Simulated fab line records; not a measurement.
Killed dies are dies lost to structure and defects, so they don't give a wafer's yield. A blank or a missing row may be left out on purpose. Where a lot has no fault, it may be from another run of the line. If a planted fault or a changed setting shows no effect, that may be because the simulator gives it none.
Check of tool commonality || flow berkeley-cmos170 || 13 lots, 39 wafers sampled

WHAT PROMPTED THE OPENING
3 of 13 lots carry a flag on the reading PSD_OVL at UCB170_PSD_OVL_MEAS_07. Fault-free wafers read 1 nm, with a standard deviation of 6.2.
Rule: flag the lot when none of its wafers has a number, or when each of its wafers that has one lies beyond 4 standard deviations from that mean. The rest of the lots are taken to be sound.

{"lot": "L203", "measured": "day 6 09:08", "on": "overlay-02", "PSD_OVL (nm), wafer by wafer": "0 0 -3", "flag": ""}
{"lot": "L204", "measured": "day 7 02:39", "on": "overlay-01", "PSD_OVL (nm), wafer by wafer": "7 14 5", "flag": ""}
{"lot": "L207", "measured": "day 7 12:33", "on": "overlay-02", "PSD_OVL (nm), wafer by wafer": "2 3 -3", "flag": ""}
{"lot": "L206", "measured": "day 7 12:49", "on": "overlay-01", "PSD_OVL (nm), wafer by wafer": "10 7 6", "flag": ""}
{"lot": "L205", "measured": "day 7 12:56", "on": "overlay-02", "PSD_OVL (nm), wafer by wafer": "182 187 189", "flag": "FLAGGED"}
{"lot": "L209", "measured": "day 8 09:40", "on": "overlay-02", "PSD_OVL (nm), wafer by wafer": "191 199 191", "flag": "FLAGGED"}
{"lot": "L208", "measured": "day 8 10:13", "on": "overlay-02", "PSD_OVL (nm), wafer by wafer": "-2 -5 -3", "flag": ""}
{"lot": "L212", "measured": "day 8 17:21", "on": "overlay-02", "PSD_OVL (nm), wafer by wafer": "188 184 184", "flag": "FLAGGED"}
{"lot": "L219", "measured": "day 10 11:32", "on": "overlay-02", "PSD_OVL (nm), wafer by wafer": "-1 2 -8", "flag": ""}
{"lot": "L221", "measured": "day 10 11:42", "on": "overlay-01", "PSD_OVL (nm), wafer by wafer": "5 -8 0", "flag": ""}
{"lot": "L220", "measured": "day 10 12:15", "on": "overlay-01", "PSD_OVL (nm), wafer by wafer": "-4 -1 -6", "flag": ""}
{"lot": "L222", "measured": "day 10 19:32", "on": "overlay-02", "PSD_OVL (nm), wafer by wafer": "-12 -1 -5", "flag": ""}
{"lot": "L223", "measured": "day 11 03:46", "on": "overlay-02", "PSD_OVL (nm), wafer by wafer": "1 0 -4", "flag": ""}
Average over the flagged lots: 188 nm; offset from the usual +187 nm, equal to +30 standard deviations.

TOOL THAT RAN EACH LOT
3 process steps preceding the reading are held in the record, out of 331 steps in the route. Cell contents, in order: the tool; ch with the chambers the sampled wafers went through; the start.
{"lot": "L203", "flag": "", "UCB170_PWELL_ETCH_14": "rie-diel-01 ch 0,1,3, day 3 00:57", "UCB170_PLDD_STRIP_10": "plasma-asher-02 ch 0,1, day 6 01:38", "UCB170_PSD_EXPOSE_03": "krf-scanner-02 ch 0, day 6 08:29"}
{"lot": "L204", "flag": "", "UCB170_PWELL_ETCH_14": "rie-diel-02 ch 0,1,2, day 3 08:44", "UCB170_PLDD_STRIP_10": "plasma-asher-03 ch 0,1, day 6 17:43", "UCB170_PSD_EXPOSE_03": "krf-scanner-01 ch 0, day 7 02:00"}
{"lot": "L207", "flag": "", "UCB170_PWELL_ETCH_14": "rie-diel-04 ch 2,3, day 4 00:14", "UCB170_PLDD_STRIP_10": "plasma-asher-03 ch 0,1, day 7 04:53", "UCB170_PSD_EXPOSE_03": "krf-scanner-01 ch 0, day 7 11:53"}
{"lot": "L206", "flag": "", "UCB170_PWELL_ETCH_14": "rie-diel-04 ch 2,3, day 3 17:55", "UCB170_PLDD_STRIP_10": "plasma-asher-02 ch 0,1, day 7 05:14", "UCB170_PSD_EXPOSE_03": "krf-scanner-02 ch 0, day 7 12:07"}
{"lot": "L205", "flag": "FLAGGED", "UCB170_PWELL_ETCH_14": "rie-diel-02 ch 0,1, day 3 17:41", "UCB170_PLDD_STRIP_10": "plasma-asher-04 ch 0,1, day 7 04:35", "UCB170_PSD_EXPOSE_03": "krf-scanner-01 ch 0, day 7 12:22"}
{"lot": "L209", "flag": "FLAGGED", "UCB170_PWELL_ETCH_14": "rie-diel-01 ch 2,3, day 4 06:16", "UCB170_PLDD_STRIP_10": "plasma-asher-02 ch 0,1, day 8 03:07", "UCB170_PSD_EXPOSE_03": "krf-scanner-01 ch 0, day 8 09:10"}
{"lot": "L208", "flag": "", "UCB170_PWELL_ETCH_14": "rie-diel-02 ch 0,1,3, day 4 06:01", "UCB170_PLDD_STRIP_10": "plasma-asher-03 ch 0,1, day 8 03:30", "UCB170_PSD_EXPOSE_03": "krf-scanner-02 ch 0, day 8 09:25"}
{"lot": "L212", "flag": "FLAGGED", "UCB170_PWELL_ETCH_14": "rie-diel-02 ch 0,1,2, day 4 21:50", "UCB170_PLDD_STRIP_10": "plasma-asher-02 ch 0,1, day 8 09:05", "UCB170_PSD_EXPOSE_03": "krf-scanner-01 ch 0, day 8 16:53"}
{"lot": "L219", "flag": "", "UCB170_PWELL_ETCH_14": "rie-diel-01 ch 0,1,2, day 6 15:24", "UCB170_PLDD_STRIP_10": "plasma-asher-02 ch 0,1, day 10 04:32", "UCB170_PSD_EXPOSE_03": "krf-scanner-02 ch 0, day 10 11:01"}
{"lot": "L221", "flag": "", "UCB170_PWELL_ETCH_14": "rie-diel-02 ch 2,3, day 6 22:36", "UCB170_PLDD_STRIP_10": "plasma-asher-03 ch 0,1, day 10 04:37", "UCB170_PSD_EXPOSE_03": "krf-scanner-02 ch 0, day 10 11:06"}
{"lot": "L220", "flag": "", "UCB170_PWELL_ETCH_14": "rie-diel-01 ch 0,1, day 6 20:25", "UCB170_PLDD_STRIP_10": "plasma-asher-02 ch 0,1, day 10 05:01", "UCB170_PSD_EXPOSE_03": "krf-scanner-02 ch 0, day 10 11:16"}
{"lot": "L222", "flag": "", "UCB170_PWELL_ETCH_14": "rie-diel-04 ch 0,2,3, day 7 06:22", "UCB170_PLDD_STRIP_10": "plasma-asher-03 ch 0, day 10 11:35", "UCB170_PSD_EXPOSE_03": "krf-scanner-02 ch 0, day 10 18:50"}
{"lot": "L223", "flag": "", "UCB170_PWELL_ETCH_14": "rie-diel-04 ch 0,1,3, day 7 12:11", "UCB170_PLDD_STRIP_10": "plasma-asher-03 ch 0, day 10 18:03", "UCB170_PSD_EXPOSE_03": "krf-scanner-02 ch 0, day 11 02:11"}
What these steps do:
- UCB170_PWELL_ETCH_14: etches Si3N4 in CH3F/Ar/O2, stops on SiO2, target depth 242 nm, time 151 s.
- UCB170_PLDD_STRIP_10: strips in O2.
- UCB170_PSD_EXPOSE_03: exposes mask PSELECT MOD, target cd 1200 nm.
- UCB170_PSD_OVL_MEAS_07

FLAGGED AGAINST TOTAL, ONE TOOL AT A TIME (gauges that did the reading follow at the end)
{"step": "UCB170_PWELL_ETCH_14", "tool": "rie-diel-01", "lots run": 4, "flagged": 1, "share of the flagged lots": "some", "sound lots run after its first flagged lot": "2 (L219,L220)"}
{"step": "UCB170_PWELL_ETCH_14", "tool": "rie-diel-02", "lots run": 5, "flagged": 2, "share of the flagged lots": "some", "sound lots run after its first flagged lot": "2 (L208,L221)"}
{"step": "UCB170_PWELL_ETCH_14", "tool": "rie-diel-04", "lots run": 4, "flagged": 0, "share of the flagged lots": "none", "sound lots run after its first flagged lot": "-"}
{"step": "UCB170_PLDD_STRIP_10", "tool": "plasma-asher-02", "lots run": 6, "flagged": 2, "share of the flagged lots": "some", "sound lots run after its first flagged lot": "2 (L219,L220)"}
{"step": "UCB170_PLDD_STRIP_10", "tool": "plasma-asher-03", "lots run": 6, "flagged": 0, "share of the flagged lots": "none", "sound lots run after its first flagged lot": "-"}
{"step": "UCB170_PLDD_STRIP_10", "tool": "plasma-asher-04", "lots run": 1, "flagged": 1, "share of the flagged lots": "some", "sound lots run after its first flagged lot": 0}
{"step": "UCB170_PSD_EXPOSE_03", "tool": "krf-scanner-01", "lots run": 5, "flagged": 3, "share of the flagged lots": "all", "sound lots run after its first flagged lot": 0}
{"step": "UCB170_PSD_EXPOSE_03", "tool": "krf-scanner-02", "lots run": 8, "flagged": 0, "share of the flagged lots": "none", "sound lots run after its first flagged lot": "-"}
{"step": "UCB170_PSD_OVL_MEAS_07", "tool": "overlay-01", "lots run": 4, "flagged": 0, "share of the flagged lots": "none", "sound lots run after its first flagged lot": "-"}
{"step": "UCB170_PSD_OVL_MEAS_07", "tool": "overlay-02", "lots run": 9, "flagged": 3, "share of the flagged lots": "all", "sound lots run after its first flagged lot": "4 (L208,L219,L222,L223)"}

THE TABLE: WHAT IT ALLOWS
Table rows that saw every flagged lot: 2, namely krf-scanner-01 at UCB170_PSD_EXPOSE_03 and overlay-02 at UCB170_PSD_OVL_MEAS_07.
- krf-scanner-01 at UCB170_PSD_EXPOSE_03: 3 of its 5 lots flagged. Its last sound lot is L207 (day 7 11:53), its first flagged lot L205 (day 7 12:22): a fault that began between those two fits.
- overlay-02 at UCB170_PSD_OVL_MEAS_07: 3 of its 9 lots flagged. After the first flagged lot (L208, L219, L222, L223), sound lots still ran on it; a lasting fault on the whole tool would not permit that.
What remains is a single tool, krf-scanner-01 at UCB170_PSD_EXPOSE_03.

WHAT WAS PUT IN BY THE SIMULATOR
Scanner matching overlay: krf-scanner-01, from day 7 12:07 on, at UCB170_PSD_EXPOSE_03. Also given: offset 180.
Lots struck among those shown: L205, L209, L212. This agrees with what the rule above found.
